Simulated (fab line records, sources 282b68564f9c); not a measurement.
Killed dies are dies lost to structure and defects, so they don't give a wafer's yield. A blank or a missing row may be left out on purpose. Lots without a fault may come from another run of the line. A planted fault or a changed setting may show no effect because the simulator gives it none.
A struck lot beside a sound one | flow rit_cmos | 15 steps out of a route of 202
Sound: wafers L243.1, L243.3, L243.5. Struck: wafers L249.1, L249.2, L249.6. The cause comes at the end.
At each step with rows: each side's tool, then ch and its chambers, then its first start. Under that, the readings that differ: sound wafers | struck wafers | difference of the means | sigmas: that difference in standard deviations of wafers without a fault.
alike: readings whose means differ by less than 2 such deviations, and words and numbers that are the same on both sides. not compared: withheld readings, readings that some wafer has no value for, bounds like >300 that may hide the same value, and numbers for which the record gives no deviation and whose values overlap.
The two part at a step that has a row with sigmas, a row that says differs or no value, or rows on one side only. Numbers that don't overlap but have no deviation are shown without sigmas and don't part them. A reading that every wafer of one side lacks parts them only if that side has two wafers or more.

RIT_SDANNEAL_RTA_03: time 5 s.
  sound on rtp_anneal-02 ch 0, day 5 10:11; struck on rtp_anneal-02 ch 0, day 7 07:58
  alike: wafer_temp_C_max
RIT_SDANNEAL_RS_MEAS_04: measures by four-point-probe.
  sound on film_metro-04, day 5 10:14; struck on film_metro-02, day 7 08:01
  alike: PSD_RS
RIT_SDANNEAL_RS_MEAS_05: measures by four-point-probe.
  sound on film_metro-04, day 5 10:22; struck on film_metro-02, day 7 08:08
  alike: NSD_RS
RIT_SDANNEAL_RS_MEAS_06: measures by four-point-probe.
  sound on film_metro-04, day 5 10:29; struck on film_metro-02, day 7 08:16
  alike: PLDD_RS
RIT_SDANNEAL_RS_MEAS_07: measures by four-point-probe.
  sound on film_metro-04, day 5 10:36; struck on film_metro-02, day 7 08:23
  alike: NLDD_RS
then, 1 step without rows for these wafers: RIT_SILICIDE_WET_ETCH_00 (etches SiO2 in BOE, target depth 14 nm, time 15 s).
RIT_SILICIDE_SPUTTER_01: material Ti, target thk 30 nm, time 240 s.
  sound on pvd_sputter-01, day 5 10:44; struck on pvd_sputter-01, day 7 08:31
  alike: throttle_valve_pct
RIT_SILICIDE_RS_MEAS_02: measures by four-point-probe.
  sound on film_metro-01, day 5 10:53; struck on film_metro-04, day 7 08:40
  alike: SILICIDE_TI_RS
RIT_SILICIDE_THK_MEAS_03: measures by xrf.
  sound on film_metro-01, day 5 11:00; struck on film_metro-04, day 7 08:47
  reading              | sound          | struck         | difference | sigmas
  SILICIDE_TI_THK (nm) | 28.8 28.9 29.1 | 29.6 29.7 29.9 | +0.8       | +3
RIT_SILICIDE_RTA_04: time 10 s, ramp up 5 s, ramp down 5 s.
  sound on rtp_anneal-01 ch 0, day 5 11:04; struck on rtp_anneal-01 ch 0, day 7 08:51
  alike: wafer_temp_C_max
then, 1 step without rows for these wafers: RIT_SILICIDE_WET_ETCH_05 (etches Ti in SPM, time 120 s).
RIT_SILICIDE_RTA_06: time 10 s, ramp up 5 s, ramp down 10 s.
  sound on rtp_anneal-02 ch 0, day 5 11:10; struck on rtp_anneal-02 ch 0, day 7 08:58
  alike: wafer_temp_C_max
RIT_CONTACT_CVD_00: deposits SiO2 from TEOS, target thk 400 nm, time 61 s.
  sound on pecvd-01 ch 0,1, day 5 11:14; struck on pecvd-01 ch 0,2, day 7 09:01
  alike: heater_power_w
RIT_CONTACT_THK_MEAS_01:
  sound on film_metro-03, day 5 11:17; struck on film_metro-01, day 7 09:18
  reading               | sound       | struck      | difference | sigmas
  CONTACT_TEOS_THK (nm) | 399 400 407 | 367 366 380 | -31        | -5
  not compared: hold
RIT_M1_PROBE_99:
  sound on prober-01, day 5 18:43; struck on prober-01, day 7 20:37
  alike: killed_at_contacts, killed_at_front_end, killed_dies, killed_open, killed_short

WHERE THEY PART
First at RIT_SILICIDE_THK_MEAS_03; last, within this record, at RIT_CONTACT_THK_MEAS_01. Later steps at which nothing parts them and some readings are alike: RIT_M1_PROBE_99.

WHY: what the simulator had put in
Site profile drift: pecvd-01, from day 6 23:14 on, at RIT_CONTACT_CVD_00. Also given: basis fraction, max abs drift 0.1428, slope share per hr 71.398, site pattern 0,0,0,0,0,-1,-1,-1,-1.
